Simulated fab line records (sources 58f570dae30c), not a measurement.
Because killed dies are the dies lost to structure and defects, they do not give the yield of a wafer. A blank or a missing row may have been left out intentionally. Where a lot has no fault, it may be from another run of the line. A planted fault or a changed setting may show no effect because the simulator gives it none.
What tool caused it? / flow berkeley cmos170 / 21 wafers from 7 lots sampled at 2 of the route's 331 steps

## WHAT THE GAUGES SHOWED, per wafer
UCB170_SCREENOX_THK_MEAS_02.
lot=L477; measured=day 6 18:14; on=film metro-04; SCREENOX_OXIDE_THK (nm)=14.66 14.92 14.82
lot=L479; measured=day 7 02:50; on=film metro-01; SCREENOX_OXIDE_THK (nm)=14.50 14.43 14.46
lot=L480; measured=day 7 11:56; on=film metro-04; SCREENOX_OXIDE_THK (nm)=14.53 14.76 15.06
lot=L488; measured=day 8 23:08; on=film metro-02; SCREENOX_OXIDE_THK (nm)=14.45 14.23 14.79
lot=L496; measured=day 11 06:08; on=film metro-01; SCREENOX_OXIDE_THK (nm)=13.91 13.88 14.14
lot=L495; measured=day 11 06:08; on=film metro-02; SCREENOX_OXIDE_THK (nm)=14.42 14.23 14.61

## TOOL THAT RAN EACH LOT (tool first, then ch and the chambers of the sampled wafers, then the start)
lot=L477; UCB170_ACTIVE_DEVELOP_12=litho track-04 ch 0, day 5 11:00
lot=L479; UCB170_ACTIVE_DEVELOP_12=litho track-02 ch 0, day 5 19:00
lot=L480; UCB170_ACTIVE_DEVELOP_12=litho track-02 ch 0, day 6 02:00
lot=L485; UCB170_ACTIVE_DEVELOP_12=litho track-03, day 6 15:00
lot=L488; UCB170_ACTIVE_DEVELOP_12=litho track-04 ch 0, day 7 08:00
lot=L496; UCB170_ACTIVE_DEVELOP_12=litho track-04 ch 0, day 9 21:00
lot=L495; UCB170_ACTIVE_DEVELOP_12=litho track-04 ch 0, day 9 21:00
- UCB170_ACTIVE_DEVELOP_12: develop time 45 s.

## THE ANSWER, worked out from the rows above alone
Rule: usual is defined by the lots themselves. The widest of any qualifying gaps counts: lots, ordered by their means at a reading, are off when they make up no more than a third of the lots, leave a main group of 4 or more, and stand apart from it by 3 or more times the standard deviation of that group's means. If all means in a main group match to the digits the tables above print for the reading, that group is not used. Also off: a lot with no number at a reading for which 4 or more lots have one. All remaining lots with rows at the step are treated as sound.
Across all readings shown, no lot is off: no conclusion can be drawn from this.

## WHAT WAS PUT IN BY THE SIMULATOR
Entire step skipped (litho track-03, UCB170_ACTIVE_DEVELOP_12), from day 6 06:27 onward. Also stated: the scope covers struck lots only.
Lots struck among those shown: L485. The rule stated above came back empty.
